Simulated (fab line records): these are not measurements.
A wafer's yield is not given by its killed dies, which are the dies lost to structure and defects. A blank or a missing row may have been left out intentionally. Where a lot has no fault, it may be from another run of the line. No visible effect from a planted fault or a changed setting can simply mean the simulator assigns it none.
Which of the tools did it? -- flow berkeley-cmos170 -- Sampling: 15 lots, 45 wafers, 4 of 331 route steps

## WHAT THE GAUGES SHOWED, per wafer
UCB170_PVT_OVL_MEAS_06.
lot,measured,on,PVT_OVL (nm)
L829,day 6 02:35,overlay-01,7 9 8
L832,day 6 08:50,overlay-01,7 4 -2
L830,day 6 09:20,overlay-01,6 5 6
L833,day 6 18:58,overlay-02,-11 -13 -1
L834,day 7 00:16,overlay-01,10 0 -2
L835,day 7 00:26,overlay-02,6 5 2
L837,day 7 10:26,overlay-01,-2 -10 -4
L836,day 7 10:48,overlay-01,7 11 5
L839,day 7 17:43,overlay-01,12 7 11
L838,day 7 17:53,overlay-02,5 3 7
L841,day 8 14:28,overlay-02,1 0 -2
L844,day 9 01:28,overlay-01,3 -2 12
L843,day 9 02:27,overlay-02,2 1 3
L847,day 10 00:18,overlay-02,-8 2 -12
L849,day 10 00:31,overlay-01,1 4 1

UCB170_V1_CD_MEAS_12 targets a cd of 700 nm.
lot,measured,on,cd-nm (nm)
L829,day 7 17:45,cd-sem-01,697.5 699.6 699.0
L832,day 8 05:15,cd-sem-02,702.5 700.7 701.8
L830,day 7 22:17,cd-sem-01,701.7 700.7 701.7
L833,day 8 15:05,cd-sem-01,699.2 700.3 700.1
L834,day 8 22:07,cd-sem-01,699.9 700.6 701.3
L835,day 8 22:22,cd-sem-02,701.2 702.3 700.7
L837,day 9 02:27,cd-sem-01,699.0 698.8 699.2
L836,day 9 02:43,cd-sem-02,700.3 700.5 698.4
L839,day 9 14:17,cd-sem-02,698.7 700.2 699.7
L838,day 9 13:40,cd-sem-01,696.4 698.4 698.1
L841,day 10 08:27,cd-sem-02,700.8 702.1 700.9
L844,day 10 19:08,cd-sem-02,693.4 694.6 695.0
L843,day 10 18:14,cd-sem-01,694.2 694.0 693.4
L847,day 11 18:46,cd-sem-01,702.1 701.8 701.8
L849,day 11 18:21,cd-sem-01,695.0 693.2 694.6

## WHICH TOOL RAN EACH LOT (tool, then ch and the chambers of the sampled wafers, then the start)
lot,UCB170_CONTACT_STRIP_06,UCB170_V1_COAT_07
L829,"plasma-asher-03 ch 0,1, day 7 08:25","litho-track-04 ch 0, day 7 16:34"
L832,"plasma-asher-02 ch 0,1, day 7 14:15","litho-track-02 ch 0, day 8 04:11"
L830,"plasma-asher-03 ch 0,1, day 7 13:23","litho-track-01 ch 0, day 7 21:24"
L833,"plasma-asher-03 ch 0,1, day 8 02:26","litho-track-02 ch 0, day 8 13:53"
L834,"plasma-asher-01 ch 0,1, day 8 09:44","litho-track-04 ch 0, day 8 21:18"
L835,"plasma-asher-02 ch 0,1, day 8 10:56","litho-track-01 ch 0, day 8 21:22"
L837,"plasma-asher-03 ch 0,1, day 8 15:59","litho-track-04 ch 0, day 9 01:32"
L836,"plasma-asher-01 ch 0,1, day 8 15:55","litho-track-02 ch 0, day 9 01:52"
L839,"plasma-asher-02 ch 0,1, day 9 02:13","litho-track-02 ch 0, day 9 13:17"
L838,"plasma-asher-03 ch 0,1, day 9 01:54","litho-track-04 ch 0, day 9 12:50"
L841,"plasma-asher-03 ch 1, day 9 20:31","litho-track-04 ch 0, day 10 07:29"
L844,"plasma-asher-02 ch 0,1, day 10 08:58","litho-track-01 ch 0, day 10 18:26"
L843,"plasma-asher-02 ch 0,1, day 10 06:52","litho-track-01 ch 0, day 10 17:33"
L847,"plasma-asher-02 ch 0,1, day 11 07:53","litho-track-04 ch 0, day 11 18:05"
L849,"plasma-asher-01 ch 0,1, day 11 08:53","litho-track-01 ch 0, day 11 17:40"
- UCB170_CONTACT_STRIP_06: strips in O2.
- UCB170_V1_COAT_07: resist thk 900 nm.

## AS READ BY THE TOOLS THEMSELVES (means over the sampled wafers that have a number; for cases with no such wafer, the mark the record gives instead)
UCB170_CONTACT_STRIP_06.
lot,tool,drypump-motor-current-A (A),o2-flow-sccm (sccm),oes-product-au (a.u.),strip-time-to-endpoint-s (s)
L829,plasma-asher-03,5.4,399.5,0.737,22.01
L832,plasma-asher-02,5.7,401.1,0.737,21.96
L830,plasma-asher-03,5.5,399.5,0.735,21.94
L833,plasma-asher-03,5.5,400.7,0.736,21.99
L834,plasma-asher-01,6.1,399.9,0.733,21.98
L835,plasma-asher-02,5.7,399.7,0.732,21.92
L837,plasma-asher-03,5.4,399.4,0.739,21.98
L836,plasma-asher-01,5.7,398.5,0.737,21.91
L839,plasma-asher-02,5.8,399.8,0.735,21.95
L838,plasma-asher-03,5.4,398.9,0.733,22.00
L841,plasma-asher-03,5.4,399.8,0.732,21.91
L844,plasma-asher-02,5.7,398.9,0.741,21.92
L843,plasma-asher-02,5.7,400.8,0.734,21.96
L847,plasma-asher-02,5.7,400.5,0.734,22.01
L849,plasma-asher-01,5.7,399.8,0.738,21.99

## THE ANSWER, worked out from the rows above alone
Rule: what is usual is taken from the lots themselves. The widest of any qualifying gaps counts: lots, ordered by their means at a reading, are off when they make up no more than a third of the lots, leave a main group of 4 or more, and stand apart from it by 3 or more times the standard deviation of that group's means. If all means in a main group match to the digits the tables above print for the reading, that group is not used. A lot without any number at a reading at which 4 lots or more have one is off too. All remaining lots with rows at the step are treated as sound. Order of review: gauges by route order, followed by the tools' own readings, for which a lot's mean as printed above is used. At the first step where some lot is off, the reading lying furthest off is the one used; lots without a number count as furthest.
No lot is off at any reading shown: from this, nothing can be told.

## WHAT WAS PUT IN BY THE SIMULATOR
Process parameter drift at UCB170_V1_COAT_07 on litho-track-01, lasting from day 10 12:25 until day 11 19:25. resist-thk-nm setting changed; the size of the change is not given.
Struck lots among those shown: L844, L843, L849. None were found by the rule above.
